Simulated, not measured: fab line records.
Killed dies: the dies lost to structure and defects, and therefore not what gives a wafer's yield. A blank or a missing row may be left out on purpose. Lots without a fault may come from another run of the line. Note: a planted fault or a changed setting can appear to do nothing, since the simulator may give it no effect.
fab line records	flow ritCmos
record lots=6	wafers=18	lastDay=8
route steps=202 shown NLDD@110 PLDD@114 SPACER@125 NSD@131 PSD@142 M1@202
lots with no fault: from the same line, run without faults
startH: hours from the record's first day to the start of the lot's first wafer shown	waitH: time in hours since the lot's previous step	" repeats the value in the row above	L1.1+2: a row that stands for several wafers	- either no value or no given start	* or withheld: withheld	< > ~ a bound
route shown NAME@n: NAME is a module with steps in the file, n the number in the route of the first one	usual: the fault-free wafers' mean and standard deviation	same: alike in all rows	chamber/n: place in a boat	sites: the reading at each site	_std_site: the standard deviation of these	_edge_site: mean of outer sites minus mean of inner sites	radiusMm: how far each site lies from the wafer's centre	mask NAME#n: copy n	behind: the tool/chamber that last shaped the wafer	hold: why the lot was held/for how many hours/how that ended	device: whichever transistor did not switch (one of n, p or np)	end of line: the route-end tests of the same wafers	for a step that has no rows: nothing shown but its recipe	killed: not the wafer's yield, but the dies lost to structure and defects at the first sort	map: a wafer's dies, marking killed ones x, the rest . and places with no die _
set.NAME: setting as actually run; set.NAME@STEP: the setting as run at that earlier step	model.NAME: the simulator's own value behind a step, which no gauge read
lots at some steps of the route; a table a step, a row a wafer
services: the hour from which a tool's chamber was out of use, counted from the record's first day as startH (under 0 if before that day), plus the number of hours and why
## steps
# step RIT_NLDD_HARDBAKE_07
# recipe resist=NOVOLAK	tempC=140	timeS=60
# step RIT_NLDD_IMPLANT_08
# recipe species=P	energyKev=20	doseCm2=5e+14	tiltDeg=7
# step RIT_NLDD_STRIP_09
# recipe chemistry=O2	timeS=180	resist=NOVOLAK	platenTempC=withheld	powerW=500	pressureMtorr=4000	o2FlowSccm=4000
# usual drypumpMotorCurrentA=5.9/0.46	o2FlowSccm=3997/12
lot.wafer	tool	chamber	startH	waitH	drypumpMotorCurrentA	o2FlowSccm	rfHoursCounterH
L119.2	plasmaAsher-03	0	67.30	0.1	6.0	3987	43
L119.3	"	0	"	"	6.0	3988	-
L119.4	"	1	"	"	6.8	3998	-
L120.2	plasmaAsher-02	1	76.43	0.1	5.5	3989	42
L120.3	"	1	"	"	5.5	4019	-
L120.4	"	0	"	"	5.9	3996	-
L129.3	plasmaAsher-03	1	121.14	0.1	6.8	3994	-
L129.5	"	0	"	"	6.0	4016	-
L129.6	"	1	"	"	6.8	3994	-
L130.2	plasmaAsher-02	1	138.68	0.1	5.5	4008	1
L130.3	"	0	"	"	5.9	3977	-
L130.5	"	1	"	"	5.5	4025	-
L135.1	plasmaAsher-02	0	164.37	0.1	5.9	3994	4
L135.4	"	1	"	"	5.5	4005	-
L135.5	"	1	"	"	5.4	3997	-
L138.2	plasmaAsher-01	1	177.12	0.1	5.8	3997	37
L138.5	"	1	"	"	5.8	3993	-
L138.6	"	0	"	"	5.4	3990	-
# step RIT_NLDD_TW_MEAS_10
# usual NLDD_TW=2505/28
lot.wafer	tool	chamber	startH	waitH	NLDD_TW
L119.2	filmMetro-03	-	67.49	0.1	2544
L119.3	"	-	"	"	2558
L119.4	"	-	"	"	2550
L120.2	filmMetro-02	-	76.61	0.1	2502
L120.3	"	-	"	"	2504
L120.4	"	-	"	"	2498
L129.3	filmMetro-02	-	121.28	0.1	2477
L129.5	"	-	"	"	2478
L129.6	"	-	"	"	2495
L130.2	filmMetro-02	-	138.87	0.1	2485
L130.3	"	-	"	"	2488
L130.5	"	-	"	"	2496
L135.1	filmMetro-03	-	164.55	0.1	2559
L135.4	"	-	"	"	2543
L135.5	"	-	"	"	2549
L138.2	filmMetro-02	-	177.31	0.1	2482
L138.5	"	-	"	"	2468
L138.6	"	-	"	"	2477
# step RIT_PLDD_HMDS_00
# recipe primeTimeS=60	primeTempC=140
# step RIT_PLDD_COAT_01
# recipe resist=NOVOLAK	spinRpm=3250	resistThkNm=1000
# step RIT_PLDD_SOFTBAKE_02
# recipe resist=NOVOLAK	tempC=90	timeS=60
# step RIT_PLDD_EXPOSE_03
# recipe maskId=M8	na=0.57	targetCdNm=40900	doseMj=250
# step RIT_PLDD_PEB_04
# recipe resist=NOVOLAK	tempC=withheld	timeS=withheld
# step RIT_PLDD_DEVELOP_05
# recipe resist=NOVOLAK	developTimeS=50	devTempC=23
# step RIT_PLDD_OVL_MEAS_06
# usual PLDD_OVL=-0.4/1.4
lot.wafer	tool	chamber	startH	waitH	PLDD_OVL[nm]
L119.2	overlay-01	-	68.39	-	-2.8
L119.3	"	-	"	"	-0.8
L119.4	"	-	"	"	-1.0
L120.2	overlay-02	-	77.62	-	-0.5
L120.3	"	-	"	"	-3.2
L120.4	"	-	"	"	0.4
L129.3	overlay-02	-	122.31	-	0.7
L129.5	"	-	"	"	0.4
L129.6	"	-	"	"	-1.5
L130.2	overlay-01	-	139.90	-	-0.8
L130.3	"	-	"	"	0.5
L130.5	"	-	"	"	-1.3
L135.1	overlay-01	-	165.49	-	0.5
L135.4	"	-	"	"	0.9
L135.5	"	-	"	"	-0.9
L138.2	overlay-01	-	178.67	-	-0.3
L138.5	"	-	"	"	0.6
L138.6	"	-	"	"	-0.3
# step RIT_PLDD_HARDBAKE_07
# recipe resist=NOVOLAK	tempC=140	timeS=60
# step RIT_PLDD_IMPLANT_08
# recipe species=BF2	energyKev=20	doseCm2=9e+14	tiltDeg=7
# usual beamEnergyKeV=19.999/0.006	beamOnS=9.99/0.21	endStationPressureTorr=7.3e-06/3.8e-07
lot.wafer	tool	chamber	startH	waitH	beamEnergyKeV	beamOnS	endStationPressureTorr	model.implant.rpNm	model.implant.drpNm
L119.2	implanter-04	0	68.60	0.1	19.997	10.06	7.3e-06	17.08	9.752
L119.3	"	0	"	"	19.995	9.81	7.3e-06	17.08	9.752
L119.4	"	0	"	"	19.998	10.20	7.1e-06	17.08	9.752
L120.2	implanter-01	0	77.82	0.1	19.995	10.09	7.3e-06	17.1	9.752
L120.3	"	0	"	"	20.011	10.22	7.7e-06	17.1	9.752
L120.4	"	0	"	"	20.002	9.89	7.8e-06	17.1	9.752
L129.3	implanter-04	0	122.53	0.1	14.006	9.90	6.8e-06	12.91	7.585
L129.5	"	0	"	"	14.005	10.32	7e-06	12.91	7.585
L129.6	"	0	"	"	13.997	9.96	6.8e-06	12.91	7.585
L130.2	implanter-04	0	140.10	0.1	13.996	9.90	7.4e-06	12.88	7.585
L130.3	"	0	"	"	13.991	9.83	7.4e-06	12.88	7.585
L130.5	"	0	"	"	13.980	9.84	7.3e-06	12.88	7.585
L135.1	implanter-03	0	165.68	0.1	20.000	9.78	7.4e-06	17.17	9.752
L135.4	"	0	"	"	19.994	10.30	7.8e-06	17.17	9.752
L135.5	"	0	"	"	19.999	9.74	6.6e-06	17.17	9.752
L138.2	implanter-03	0	179.02	0.1	19.987	10.02	7.2e-06	17.64	9.752
L138.5	"	0	"	"	19.991	10.13	7.1e-06	17.64	9.752
L138.6	"	0	"	"	19.998	10.21	7.6e-06	17.64	9.752
# step RIT_PLDD_STRIP_09
# recipe chemistry=O2	timeS=180	resist=NOVOLAK	platenTempC=withheld	powerW=500	pressureMtorr=4000	o2FlowSccm=4000
# usual drypumpMotorCurrentA=5.9/0.47	o2FlowSccm=4001/11
lot.wafer	tool	chamber	startH	waitH	drypumpMotorCurrentA	o2FlowSccm	rfHoursCounterH
L119.2	plasmaAsher-02	1	68.72	0.1	5.5	4014	41
L119.3	"	0	"	"	5.9	4011	-
L119.4	"	1	"	"	5.5	4021	-
L120.2	plasmaAsher-02	0	77.95	0.1	5.9	3990	42
L120.3	"	0	"	"	5.9	3990	-
L120.4	"	1	"	"	5.5	3977	-
L129.3	plasmaAsher-02	1	122.69	0.1	5.5	3983	-
L129.5	"	1	"	"	5.5	4008	-
L129.6	"	0	"	"	5.9	4020	-
L130.2	plasmaAsher-04	0	140.23	0.1	5.8	3995	50
L130.3	"	1	"	"	5.4	4000	-
L130.5	"	1	"	"	5.4	3974	-
L135.1	plasmaAsher-03	1	165.83	0.1	6.8	3988	52
L135.4	"	1	"	"	6.8	4017	-
L135.5	"	1	"	"	6.8	4001	-
L138.2	plasmaAsher-03	1	179.15	0.1	6.8	3996	54
L138.5	"	1	"	"	6.8	4007	-
L138.6	"	0	"	"	6.0	3982	-
# step RIT_PLDD_TW_MEAS_10
# usual PLDD_TW=2366/25
lot.wafer	tool	chamber	startH	waitH	PLDD_TW
L119.2	filmMetro-02	-	68.91	0.1	2346
L119.3	"	-	"	"	2349
L119.4	"	-	"	"	2372
L120.2	filmMetro-03	-	78.13	0.1	2403
L120.3	"	-	"	"	2408
L120.4	"	-	"	"	2404
L129.3	filmMetro-01	-	122.83	0.1	2144
L129.5	"	-	"	"	2130
L129.6	"	-	"	"	2148
L130.2	filmMetro-02	-	140.41	0.1	2122
L130.3	"	-	"	"	2118
L130.5	"	-	"	"	2128
L135.1	filmMetro-02	-	166.00	0.1	2349
L135.4	"	-	"	"	2353
L135.5	"	-	"	"	2359
L138.2	filmMetro-01	-	179.33	0.1	2339
L138.5	"	-	"	"	2333
L138.6	"	-	"	"	2338
# step RIT_SPACER_CLEAN_00
# recipe chemistry=SC1	mix=3:3:50	timeS=600	tempC=75
# step RIT_SPACER_CLEAN_01
# recipe chemistry=dHF	dilution=50:1	timeS=30
# step RIT_SPACER_CLEAN_02
# recipe chemistry=SC2	mix=3:3:50	timeS=600	tempC=75	dry=n2Spin
# step RIT_SPACER_CVD_03
# recipe material=Si3N4	targetThkNm=250	tempC=810	precursor=SiH2Cl2/NH3	timeS=3300	pressureMtorr=300	sih2cl2FlowSccm=60	nh3FlowSccm=150
# step RIT_SPACER_THK_MEAS_04
# recipe reads=Si3N4_of_SPACER_CVD_03
# usual SPACER_NITRIDE_THK=250.0/2.8
lot.wafer	tool	chamber	startH	waitH	SPACER_NITRIDE_THK[nm]
L119.2	filmMetro-02	-	71.25	0.0	248.5
L119.3	"	-	"	"	247.4
L119.4	"	-	"	"	251.2
L120.2	filmMetro-02	-	80.70	0.0	249.7
L120.3	"	-	"	"	249.9
L120.4	"	-	"	"	249.8
L129.3	filmMetro-01	-	125.59	0.0	248.7
L129.5	"	-	"	"	249.4
L129.6	"	-	"	"	246.7
L130.2	filmMetro-04	-	142.75	0.0	249.4
L130.3	"	-	"	"	248.1
L130.5	"	-	"	"	248.4
L135.1	filmMetro-01	-	168.34	0.0	252.4
L135.4	"	-	"	"	251.5
L135.5	"	-	"	"	252.7
L138.2	filmMetro-01	-	181.71	0.0	254.8
L138.5	"	-	"	"	252.9
L138.6	"	-	"	"	253.9
# step RIT_SPACER_ETCHBACK_05
# recipe targetDepthA=2500	SF6_flow_sccm=30	CHF3_flow_sccm=30	target=Si3N4	chemistry=SF6/CHF3	pressureMtorr=40	rfW=250	timeS=240	stopOn=SiO2
# usual drypumpMotorCurrentA=5.9/0.45	oesProductAu=0.845/0.018	rfFwdPowerW=249.2/0.81	throttleValvePct=10.26/0.15
lot.wafer	tool	chamber	startH	waitH	drypumpMotorCurrentA	oesProductAu	rfFwdPowerW	rfHoursCounterH	throttleValvePct
L119.2	rieDiel-04	3	71.30	0.0	6.8	0.833	249.0	5	10.23
L119.3	"	1	"	"	5.7	0.816	248.3	159	10.20
L119.4	"	2	"	"	5.5	0.869	249.4	5	10.50
L120.2	rieDiel-02	3	80.75	0.0	5.5	0.809	248.3	82	10.17
L120.3	"	2	"	"	6.4	0.835	249.7	87	10.30
L120.4	"	1	"	"	5.7	0.843	251.2	67	10.39
L129.3	rieDiel-03	3	125.63	0.0	5.5	0.856	249.3	104	10.12
L129.5	"	0	"	"	5.5	0.829	250.2	-	9.99
L129.6	"	1	"	"	5.8	0.852	250.0	-	10.38
L130.2	rieDiel-04	3	142.80	0.0	6.8	0.841	249.8	7	10.21
L130.3	"	0	"	"	6.2	0.839	249.9	9	10.38
L130.5	"	1	"	"	5.7	0.810	248.5	-	10.21
L135.1	rieDiel-03	2	168.40	0.1	5.6	0.855	249.7	44	10.16
L135.4	"	1	"	"	5.8	0.855	249.8	99	10.38
L135.5	"	3	"	"	5.5	0.872	248.4	-	10.12
L138.2	rieDiel-03	0	181.76	0.0	5.5	0.833	249.0	88	9.98
L138.5	"	1	"	"	5.8	0.874	249.3	-	10.38
L138.6	"	2	"	"	5.6	0.862	248.6	-	10.17
# step RIT_NSD_HMDS_00
# recipe primeTimeS=60	primeTempC=140
# step RIT_NSD_COAT_01
# recipe resist=NOVOLAK	spinRpm=3250	resistThkNm=1000
# step RIT_NSD_SOFTBAKE_02
# recipe resist=NOVOLAK	tempC=90	timeS=60
# step RIT_NSD_EXPOSE_03
# recipe maskId=M9	na=0.57	targetCdNm=40700	doseMj=250
# step RIT_NSD_PEB_04
# recipe resist=NOVOLAK	tempC=withheld	timeS=withheld
# step RIT_NSD_DEVELOP_05
# recipe resist=NOVOLAK	developTimeS=50	devTempC=23
# step RIT_NSD_OVL_MEAS_06
# usual NSD_OVL=0.5/1.4
lot.wafer	tool	chamber	startH	waitH	NSD_OVL[nm]
L119.2	overlay-01	-	72.54	-	1.5
L119.3	"	-	"	"	2.2
L119.4	"	-	"	"	2.9
L120.2	overlay-02	-	81.88	-	2.4
L120.3	"	-	"	"	-0.1
L120.4	"	-	"	"	-0.8
L129.3	overlay-02	-	126.76	-	2.8
L129.5	"	-	"	"	1.6
L129.6	"	-	"	"	1.2
L130.2	overlay-01	-	143.81	-	-0.8
L130.3	"	-	"	"	-0.6
L130.5	"	-	"	"	0.3
L135.1	overlay-01	-	169.42	-	0.5
L135.4	"	-	"	"	-1.2
L135.5	"	-	"	"	-1.0
L138.2	overlay-02	-	182.90	-	2.0
L138.5	"	-	"	"	2.6
L138.6	"	-	"	"	0.9
# step RIT_NSD_HARDBAKE_07
# recipe resist=NOVOLAK	tempC=140	timeS=60
# step RIT_NSD_IMPLANT_08
# recipe species=P	energyKev=25	doseCm2=1e+15	tiltDeg=7
# step RIT_NSD_STRIP_09
# recipe chemistry=O2	timeS=180	resist=NOVOLAK	platenTempC=withheld	powerW=500	pressureMtorr=4000	o2FlowSccm=4000
# usual drypumpMotorCurrentA=5.61/0.2	o2FlowSccm=4000/12
lot.wafer	tool	chamber	startH	waitH	drypumpMotorCurrentA	o2FlowSccm	rfHoursCounterH
L119.2	plasmaAsher-02	0	72.87	0.1	5.92	4003	42
L119.3	"	0	"	"	5.88	4009	-
L119.4	"	1	"	"	5.48	3990	-
L120.2	plasmaAsher-01	0	82.21	0.1	5.39	3993	27
L120.3	"	0	"	"	5.40	3982	-
L120.4	"	1	"	"	5.83	4008	-
L129.3	plasmaAsher-01	0	127.15	0.1	5.41	3995	-
L129.5	"	1	"	"	5.85	4036	-
L129.6	"	0	"	"	5.45	4011	-
L130.2	plasmaAsher-01	1	144.22	0.1	5.81	4007	33
L130.3	"	1	"	"	5.82	4000	-
L130.5	"	1	"	"	5.80	3987	-
L135.1	plasmaAsher-02	1	169.75	0.1	5.49	3996	5
L135.4	"	0	"	"	5.86	3987	-
L135.5	"	0	"	"	5.82	4012	-
L138.2	plasmaAsher-01	1	183.61	0.1	5.84	3989	37
L138.5	"	0	"	"	5.41	3993	-
L138.6	"	1	"	"	5.85	4013	-
# step RIT_NSD_TW_MEAS_10
# usual NSD_TW=3147/35
lot.wafer	tool	chamber	startH	waitH	NSD_TW
L119.2	filmMetro-02	-	73.06	0.1	3141
L119.3	"	-	"	"	3142
L119.4	"	-	"	"	3137
L120.2	filmMetro-02	-	82.39	0.1	3138
L120.3	"	-	"	"	3140
L120.4	"	-	"	"	3136
L129.3	filmMetro-03	-	127.28	0.1	3185
L129.5	"	-	"	"	3171
L129.6	"	-	"	"	3193
L130.2	filmMetro-01	-	144.41	0.1	3114
L130.3	"	-	"	"	3119
L130.5	"	-	"	"	3107
L135.1	filmMetro-01	-	169.93	0.1	3105
L135.4	"	-	"	"	3122
L135.5	"	-	"	"	3123
L138.2	filmMetro-03	-	183.80	0.1	3179
L138.5	"	-	"	"	3186
L138.6	"	-	"	"	3191
# step RIT_PSD_HMDS_00
# recipe primeTimeS=60	primeTempC=140
# step RIT_PSD_COAT_01
# recipe resist=NOVOLAK	spinRpm=3250	resistThkNm=1000
# step RIT_PSD_SOFTBAKE_02
# recipe resist=NOVOLAK	tempC=90	timeS=60
# step RIT_PSD_EXPOSE_03
# recipe maskId=M10	na=0.57	targetCdNm=40900	doseMj=250
# step RIT_PSD_PEB_04
# recipe resist=NOVOLAK	tempC=withheld	timeS=withheld
# step RIT_PSD_DEVELOP_05
# recipe resist=NOVOLAK	developTimeS=50	devTempC=23
# step RIT_PSD_OVL_MEAS_06
# usual PSD_OVL=-0.5/1.4
lot.wafer	tool	chamber	startH	waitH	PSD_OVL[nm]
L119.2	overlay-01	-	73.96	-	-1.7
L119.3	"	-	"	"	-0.7
L119.4	"	-	"	"	-2.1
L120.2	overlay-02	-	83.30	-	1.5
L120.3	"	-	"	"	0.2
L120.4	"	-	"	"	1.6
L129.3	overlay-01	-	128.31	-	-3.6
L129.5	"	-	"	"	-4.1
L129.6	"	-	"	"	-2.3
L130.2	overlay-01	-	145.31	-	-1.5
L130.3	"	-	"	"	-0.8
L130.5	"	-	"	"	-1.0
L135.1	overlay-01	-	171.45	-	0.0
L135.4	"	-	"	"	1.1
L135.5	"	-	"	"	-0.2
L138.2	overlay-01	-	184.70	-	-1.5
L138.5	"	-	"	"	-0.8
L138.6	"	-	"	"	-1.4
# step RIT_PSD_HARDBAKE_07
# recipe resist=NOVOLAK	tempC=140	timeS=60
# step RIT_PSD_IMPLANT_08
# recipe species=BF2	energyKev=27	doseCm2=5e+15	tiltDeg=7
# step RIT_PSD_STRIP_09
# recipe chemistry=O2	timeS=180	resist=NOVOLAK	platenTempC=withheld	powerW=500	pressureMtorr=4000	o2FlowSccm=4000
# usual drypumpMotorCurrentA=5.8/0.42	o2FlowSccm=3999/12
lot.wafer	tool	chamber	startH	waitH	drypumpMotorCurrentA	o2FlowSccm	rfHoursCounterH
L119.2	plasmaAsher-01	0	74.29	0.1	5.4	3996	27
L119.3	"	0	"	"	5.4	4005	-
L119.4	"	1	"	"	5.8	3996	-
L120.2	plasmaAsher-03	1	83.63	0.1	6.8	3993	44
L120.3	"	1	"	"	6.8	3990	-
L120.4	"	0	"	"	6.0	4001	-
L129.3	plasmaAsher-01	1	128.69	0.1	5.8	4017	-
L129.5	"	1	"	"	5.8	3997	-
L129.6	"	0	"	"	5.4	4005	-
L130.2	plasmaAsher-03	1	145.64	0.1	6.8	3996	50
L130.3	"	1	"	"	6.8	3997	-
L130.5	"	1	"	"	6.8	4008	-
L135.1	plasmaAsher-04	1	171.94	0.1	5.4	3981	53
L135.4	"	1	"	"	5.4	3977	-
L135.5	"	1	"	"	5.4	3988	-
L138.2	plasmaAsher-04	0	185.07	0.1	5.8	4015	55
L138.5	"	0	"	"	5.8	3990	-
L138.6	"	1	"	"	5.4	4012	-
# step RIT_SDANNEAL_RS_MEAS_06
# recipe thkMeasGauge=four-point-probe
# usual PLDD_RS=178.4/0.45
lot.wafer	tool	chamber	startH	waitH	PLDD_RS[ohm/sq]
L119.2	filmMetro-01	-	75.21	0.1	178.6
L119.3	"	-	"	"	178.8
L119.4	"	-	"	"	178.6
L120.2	filmMetro-01	-	84.58	0.1	178.3
L120.3	"	-	"	"	178.2
L120.4	"	-	"	"	179.0
L129.3	filmMetro-01	-	129.58	0.1	203.1
L129.5	"	-	"	"	203.2
L129.6	"	-	"	"	202.3
L130.2	filmMetro-01	-	146.56	0.1	203.5
L130.3	"	-	"	"	202.5
L130.5	"	-	"	"	202.7
L135.1	filmMetro-01	-	172.86	0.1	179.0
L135.4	"	-	"	"	178.9
L135.5	"	-	"	"	178.6
L138.2	filmMetro-01	-	185.99	0.1	178.3
L138.5	"	-	"	"	179.5
L138.6	"	-	"	"	178.6
# step RIT_M1_PROBE_99
# usual killedAtContacts=0.1/0.3	killedAtFrontEnd=7/3.1	killedDies=7/3.1	killedOnRim=1.9/1.5	killedOpen=3.8/2.3	killedShort=3.2/1.9
# same grossDies=264	killed_at_M0_to_M3=0	killed_at_M4_up=0	killedAtBackSide=0	killedAtOther=0
lot.wafer	tool	chamber	startH	waitH	killedAtContacts	killedAtFrontEnd	killedDies	killedOnRim	killedOpen	killedShort	model.etest.pmosTurned.rOnOhmUm	model.etest.pmos_0p3.rOnOhmUm	model.etest.pmos_0p15.rOnOhmUm	model.etest.pldd.rsOhmSq	model.etest.pldd.lineOhmUm	model.etest.pmosTurned.driveUaUm	model.etest.pmos_0p15.driveUaUm	model.etest.pmosNarrow.driveUaUm
L119.2	prober-01	-	82.81	0.1	0	6	6	0	4	2	3169	6111	2587	423.9	135.8	210.9	273.9	102.6
L119.3	prober-01	-	82.86	0.2	1	2	3	1	2	1	3255	6228	2650	451.2	141.9	205	269.2	101.4
L119.4	prober-01	-	82.91	0.2	0	5	5	2	3	2	3243	6237	2657	443.8	141.4	206.3	263.6	100.3
L120.2	prober-02	-	91.80	0.1	0	3	3	0	2	1	3575	6619	2849	539.4	166.7	174.3	240.4	93.82
L120.3	prober-02	-	91.85	0.2	0	4	4	1	3	1	3577	6531	2845	524.4	165.8	178.6	242.6	95.4
L120.4	prober-02	-	91.90	0.2	0	8	8	1	5	3	3538	6428	2781	536.7	166	178	247.1	97.39
L129.3	prober-01	-	137.50	0.2	0	7	7	3	4	3	5744	7539	3996	1297	411.7	90.61	179.1	86.22
L129.5	prober-01	-	137.60	0.2	0	3	3	0	2	1	5890	7456	3943	1343	429.2	86.43	180.2	86.46
L129.6	prober-01	-	137.65	0.2	0	5	5	1	3	2	5856	7456	4023	1349	427.3	86.95	178.6	85.6
L130.2	prober-01	-	153.98	0.1	0	6	6	2	5	1	6289	7455	4000	1476	464.1	78.91	182.5	88.59
L130.3	prober-01	-	154.03	0.2	0	15	15	5	13	2	6872	7618	4234	1576	495.2	73.21	175.9	88.17
L130.5	prober-01	-	154.13	0.2	0	10	10	5	7	3	6732	7551	4129	1586	492.5	73.26	175.7	86.77
L135.1	prober-02	-	181.89	0.1	0	3	3	1	2	1	3552	6495	2851	514	164	180	244.6	97.65
L135.4	prober-02	-	182.04	0.2	0	9	9	3	2	7	3532	6521	2845	500.2	157.5	181.3	239.7	98.02
L135.5	prober-02	-	182.09	0.2	0	4	4	0	1	3	3631	6598	2908	532.4	167.5	175.4	240.3	95.17
L138.2	prober-02	-	194.39	0.1	0	7	7	1	3	4	3411	6409	2700	475.6	151.6	191.7	258.4	98.39
L138.5	prober-02	-	194.54	0.2	1	6	7	1	3	4	3351	6384	2675	470.1	148.2	193.8	262.7	99.72
L138.6	prober-02	-	194.59	0.2	0	7	7	0	2	5	3398	6298	2759	472	149.5	195.2	260.7	100.2
# killed by level:class
L119.2 GATE:geometricParticle:open=2 FOX1:geometricParticle:open=1 GATE:geometricParticle:short=1 REOX:geometricParticle:short=1 SPACER:geometricParticle:open=1
L119.3 GATE:geometricParticle:open=1 REOX:geometricParticle:short=1 CONTACT:geometricParticle:open=1
L119.4 ACTIVE:geometricParticle:open=1 GATE:geometricParticle:open=1 GATE:geometricParticle:short=1 SPACER:geometricParticle:open=1 SPACER:geometricParticle:short=1
L120.2 FOX1:geometricParticle:open=1 GATE:geometricParticle:open=1 REOX:geometricParticle:short=1
L120.3 GATE:geometricParticle:open=2 FOX1:geometricParticle:short=1 FOX1:geometricParticle:open=1
L120.4 REOX:geometricParticle:open=3 FOX1:geometricParticle:short=1 GATE:geometricParticle:open=1 REOX:geometricParticle:short=1 SILICIDE:geometricParticle:open=1 SILICIDE:geometricParticle:short=1
L129.3 GATE:geometricParticle:open=3 FOX1:geometricParticle:short=1 FOX2:geometricParticle:short=1 GATE:geometricParticle:short=1 REOX:geometricParticle:open=1
L129.5 FOX1:geometricParticle:open=1 SPACER:geometricParticle:short=1 SILICIDE:geometricParticle:open=1
L129.6 FOX1:geometricParticle:open=1 FOX2:geometricParticle:open=1 GATE:geometricParticle:open=1 REOX:geometricParticle:short=1 SPACER:geometricParticle:short=1
L130.2 FOX2:geometricParticle:open=3 FOX1:geometricParticle:short=1 FOX1:geometricParticle:open=1 GATE:geometricParticle:open=1
L130.3 FOX1:geometricParticle:open=4 SPACER:geometricParticle:open=4 FOX2:geometricParticle:open=2 REOX:geometricParticle:open=2 SILICIDE:geometricParticle:short=2 GATE:geometricParticle:open=1
L130.5 FOX1:geometricParticle:open=2 FOX2:geometricParticle:short=2 GATE:geometricParticle:open=2 SILICIDE:geometricParticle:open=2 SPACER:geometricParticle:open=1 SILICIDE:geometricParticle:short=1
L135.1 FOX2:geometricParticle:short=1 GATE:geometricParticle:open=1 SILICIDE:geometricParticle:open=1
L135.4 GATE:geometricParticle:short=5 FOX1:geometricParticle:short=2 GATE:geometricParticle:open=2
L135.5 SILICIDE:geometricParticle:short=2 GATE:geometricParticle:open=1 REOX:geometricParticle:short=1
L138.2 REOX:geometricParticle:short=2 SPACER:geometricParticle:short=2 FOX1:geometricParticle:open=1 GATE:geometricParticle:open=1 SPACER:geometricParticle:open=1
L138.5 SPACER:geometricParticle:short=2 FOX1:geometricParticle:open=1 GATE:geometricParticle:open=1 REOX:geometricParticle:short=1 SPACER:geometricParticle:open=1 CONTACT:geometricParticle:short=1
L138.6 GATE:geometricParticle:short=2 FOX1:geometricParticle:short=1 FOX2:geometricParticle:short=1 FOX2:geometricParticle:open=1 REOX:geometricParticle:open=1 REOX:geometricParticle:short=1
## services
tool	chamber	startH	hours	kind
implanter-01	-	48.89	1.2	repair
plasmaAsher-02	-	74.68	1.6	repair
rieDiel-03	2	97.27	7.3	repair
implanter-01	-	99.99	3.6	pm
rieDiel-04	1	107.48	-	clean
rieDiel-04	1	107.48	25.6	scheduledDown
rieDiel-04	1	107.48	25.6	ventCycle
plasmaAsher-02	-	108.75	9.0	pm
plasmaAsher-02	0	108.75	9.0	ventCycle
plasmaAsher-02	1	108.75	9.0	ventCycle
plasmaAsher-02	0	117.75	-	clean
plasmaAsher-02	1	117.75	-	clean
implanter-01	-	123.96	0.8	repair
implanter-01	-	129.69	35.5	repair
implanter-04	-	135.05	1.9	repair
rieDiel-04	2	144.64	3.8	repair
rieDiel-04	-	148.14	0.9	repair
implanter-03	-	155.03	2.2	repair
rieDiel-04	3	157.77	2.6	repair
rieDiel-03	2	168.89	3.0	repair
plasmaAsher-01	-	169.32	2.1	repair
implanter-01	-	169.72	0.7	repair
implanter-03	-	174.37	1.2	repair
## key
firstSign step=RIT_PLDD_IMPLANT_08	reading=beamEnergyKeV	direction=down	sigmas=99+	usual=19.999	struck=13.996
effect step=RIT_PLDD_TW_MEAS_10	reading=PLDD_TW	direction=down	sigmas=9.3	usual=2366	struck=2132
effect step=RIT_SDANNEAL_RS_MEAS_06	reading=PLDD_RS	direction=up	sigmas=54	usual=178.4	struck=202.9
modelEffect step=RIT_PLDD_IMPLANT_08	value=implant.rpNm	without=17.05	struck=12.9
modelEffect step=RIT_M1_PROBE_99	value=etest.pmosTurned.rOnOhmUm	without=3455	struck=6231
metAt RIT_PLDD_IMPLANT_08
struckWafers L129.3,L129.5,L129.6,L130.2,L130.3,L130.5
testerLeftOut L129,L130
onsetBetween 68.60 122.53
fault kind=processParameterDrift	tool=implanter-04	chamber=-	onsetH=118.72	steps=RIT_PLDD_IMPLANT_08	channel=energyKev	offset=-6	shape=step	endH=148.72	actsIn=theseRecipesOnly	stated=20
# testerLeftOut: of these lots the tester's yield and bins aren't shown, on N5 and GAA mostly nor the transistor test; their killed dies are dies lost to structure and defects alone, not to doping, threshold or leakage, so they don't give the yield
